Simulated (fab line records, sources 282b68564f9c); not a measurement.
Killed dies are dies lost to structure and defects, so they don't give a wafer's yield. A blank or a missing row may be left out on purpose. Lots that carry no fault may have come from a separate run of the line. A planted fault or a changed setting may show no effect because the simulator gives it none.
A struck lot beside a sound one	flow rit_cmos	18 out of 202 route steps
Sound: these wafers, L387.1, L387.4, L387.5. The struck wafers were L401.1, L401.2, L401.6. Last of all comes the cause.
At each step with rows: each side's tool, then ch and its chambers, then its first start. Under that, the readings that differ: sound wafers	struck wafers	difference of the means	sigmas: that difference in standard deviations of wafers without a fault.
alike: same words and numbers on both sides, and readings whose means sit less than 2 such deviations apart. not compared: any withheld reading, any reading some wafer has no value for, any bound like >300 that may hide the same value, and any number with overlapping values for which the record gives no deviation.
The two part at a step that has a row with sigmas, a row that says differs or no value, or rows on one side only. Numbers that have no deviation but don't overlap get no sigmas and don't part them. A reading missing from all wafers of one side parts the sides only when that side holds two or more wafers.

first, 4 steps without rows for these wafers: RIT_NSD_SOFTBAKE_02 (time 60 s); RIT_NSD_EXPOSE_03 (exposes mask M9, target cd 40700 nm); RIT_NSD_PEB_04; RIT_NSD_DEVELOP_05 (develop time 50 s).
RIT_NSD_OVL_MEAS_06:
  sound on overlay-01, day 4 00:18; struck on overlay-01, day 6 20:21
  alike: NSD_OVL
then, 2 steps without rows for these wafers: RIT_NSD_HARDBAKE_07 (time 60 s); RIT_NSD_IMPLANT_08.
RIT_NSD_STRIP_09: strips in O2, time 180 s.
  sound on plasma_asher-03 ch 0,1, day 4 00:38; struck on plasma_asher-03 ch 0,1, day 6 20:43
  alike: chamber_pressure_mTorr, drypump_motor_current_A
  not compared: rf_hours_counter_h
RIT_NSD_TW_MEAS_10:
  sound on film_metro-02, day 4 00:49; struck on film_metro-01, day 6 20:53
  alike: NSD_TW
then, 3 steps without rows for these wafers: RIT_PSD_HMDS_00 (prime time 60 s); RIT_PSD_COAT_01 (resist thk 1000 nm); RIT_PSD_SOFTBAKE_02 (time 60 s).
RIT_PSD_EXPOSE_03: exposes mask M10, target cd 40900 nm.
  sound on iline_stepper-01 ch 0, day 4 01:19; struck on iline_stepper-02 ch 0, day 6 21:24
reading	sound	struck	difference	sigmas
model.PSD.overlay_x_nm (nm)	-0.9792 -0.9792 -0.9792	3106 3106 3106	+3107	
  alike: mask
then, 2 steps without rows for these wafers: RIT_PSD_PEB_04; RIT_PSD_DEVELOP_05 (develop time 50 s).
RIT_PSD_OVL_MEAS_06:
  sound on overlay-01, day 4 01:43; struck on overlay-01, day 6 21:48
reading	sound	struck	difference	sigmas
PSD_OVL (nm)	-1.3 -3.7 -0.7	3105.1 3106.6 3105.5	+3107.6	+99 or more
then, 1 step without rows for these wafers: RIT_PSD_HARDBAKE_07 (time 60 s).
RIT_M1_PROBE_99:
  sound on prober-02, day 4 09:57; struck on prober-02, day 7 06:40
reading	sound	struck	difference	sigmas
killed_at_front_end	6 9 3	219 224 225	+217	+70
killed_dies	6 9 3	219 224 225	+217	+68
killed_on_rim	1 1 0	60 58 62	+59	+40
model.etest.pmos_0p15.short	0 0 0	1 1 1	+1	
model.etest.retro_edge_pmos.over_limit	0 0 0	1 1 1	+1	
model.etest.ring.no_ring	0 0 0	1 1 1	+1	
model.etest.ring.over_limit	0 0 0	1 1 1	+1	
model.etest.retro_edge_nmos.over_limit	0 0 0	1 1 1	+1	
model.etest.gate_end_array.over_limit	0 0 0	1 1 1	+1	
model.etest.nmos_narrow.short	0 0 0	1 1 1	+1	
model.etest.nmos_turned.short	0 0 0	1 1 1	+1	
  alike: killed_at_contacts, killed_open, killed_short

== WHERE THEY PART ==
Last at RIT_M1_PROBE_99 as far as this record goes, first at RIT_PSD_OVL_MEAS_06.

WHY: what had been put in by the simulator
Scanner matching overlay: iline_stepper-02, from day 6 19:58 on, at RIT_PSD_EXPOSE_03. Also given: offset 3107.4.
